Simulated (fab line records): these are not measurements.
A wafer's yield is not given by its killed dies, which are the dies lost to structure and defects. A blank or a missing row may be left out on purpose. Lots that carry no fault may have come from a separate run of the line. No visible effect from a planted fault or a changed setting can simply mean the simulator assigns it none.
Which of the tools did it?    flow rit cmos    14 lots with 42 wafers sampled at 2 steps, on a route of 202 steps

## WHAT THE GAUGES READ, wafer by wafer
RIT_WELLDRIVE_RS_MEAS_02: a four-point-probe measurement.
lot   measured     on             PWELL_RS (ohm/sq)
L796  day 2 04:11  film metro-04  428.8 429.0 428.8
L797  day 2 09:22  film metro-04  427.5 430.8 429.3
L798  day 2 14:43  film metro-01  428.0 429.0 428.6
L799  day 2 20:05  film metro-01  430.6 430.1 429.5
L800  day 3 00:17  film metro-02  427.8 430.7 430.6
L801  day 3 05:07  film metro-01  427.5 429.7 429.9
L802  day 3 09:49  film metro-01  430.6 430.0 430.7
L807  day 4 11:38  film metro-01  422.9 422.1 421.1
L809  day 4 21:57  film metro-02  422.7 422.5 421.8
L813  day 5 19:01  film metro-01  428.8 428.8 429.1
L816  day 6 09:17  film metro-01  429.2 430.3 430.0
L817  day 6 13:40  film metro-01  429.1 428.2 428.3
L818  day 6 18:55  film metro-01  431.1 429.3 429.0
L819  day 7 00:22  film metro-01  426.6 428.1 429.2

## WHICH TOOL RAN EACH LOT (tool, then ch and the chambers of the sampled wafers, then the start)
lot   RIT_PWELL_IMPLANT_08
L796  implanter-04 ch 0, day 1 22:36
L797  implanter-04 ch 0, day 2 03:47
L798  implanter-03 ch 0, day 2 09:07
L799  implanter-01 ch 0, day 2 14:31
L800  implanter-01 ch 0, day 2 18:42
L801  implanter-03 ch 0, day 2 23:32
L802  implanter-04 ch 0, day 3 04:14
L807  implanter-04 ch 0, day 4 05:28
L809  implanter-04 ch 0, day 4 15:43
L813  implanter-01 ch 0, day 5 13:12
L816  implanter-03 ch 0, day 6 03:19
L817  implanter-01 ch 0, day 6 08:05
L818  implanter-03 ch 0, day 6 13:20
L819  implanter-01 ch 0, day 6 18:47
- RIT_PWELL_IMPLANT_08

## WHAT THE TOOLS THEMSELVES READ (means of the sampled wafers that have a number; where no wafer has one, the mark that the record gives instead)
RIT_PWELL_IMPLANT_08.
lot   tool          beam energy keV
L796  implanter-04  169.97
L797  implanter-04  169.91
L798  implanter-03  170.02
L799  implanter-01  170.00
L800  implanter-01  169.99
L801  implanter-03  170.06
L802  implanter-04  170.00
L807  implanter-04  190.56
L809  implanter-04  190.60
L813  implanter-01  170.05
L816  implanter-03  169.94
L817  implanter-01  169.95
L818  implanter-03  170.04
L819  implanter-01  169.98

## THE ANSWER, worked out from the rows above alone
Rule: usual is defined by the lots themselves. Put in order of their means at a reading, lots are off if they are a third of the lots or fewer, leave a main group of 4 or more, and stand apart from it by a gap of 3 or more times the standard deviation of the main group's means; of several such gaps the widest counts. A main group whose means are all the same, to the digits that the tables above print for the reading, isn't used. Also off: a lot with no number at a reading for which 4 or more lots have one. Any other lot the step has rows for is counted as sound. The gauges are gone through in route order, then the tools' own readings, and for those a lot's mean is taken as printed above. At the first step where some lot is off, the reading lying furthest off is the one used; lots without a number count as furthest.
Off: L807, L809, at RIT_WELLDRIVE_RS_MEAS_02 (PWELL_RS). For the main group the mean is 429.2 ohm/sq and the standard deviation 0.7.
A tool fits if, at a process step before that reading, it ran every lot that is off, and no sound lot after the first of them. The gauges at RIT_WELLDRIVE_RS_MEAS_02 aren't tried: what is off there is off at RIT_PWELL_IMPLANT_08 too, on other tools, and a gauge's error can't cause that. One fits: implanter-04 at RIT_PWELL_IMPLANT_08. Its last sound lot is L802 (day 3 04:14), its first lot that is off L807 (day 4 05:28): a fault that began between those two fits.
On the lots that are off, the tool's own readings at RIT_PWELL_IMPLANT_08 differ by more than 5 times the standard deviation of the sound lots' means, which bears it out; beam energy keV reads 190.58 there versus 169.99 on the sound lots.

## WHAT WAS PUT IN BY THE SIMULATOR
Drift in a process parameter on implanter-04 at RIT_PWELL_IMPLANT_08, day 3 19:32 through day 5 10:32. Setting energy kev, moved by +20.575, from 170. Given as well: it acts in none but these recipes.
Struck lots among those shown: L807, L809. The rule given above showed the same thing.
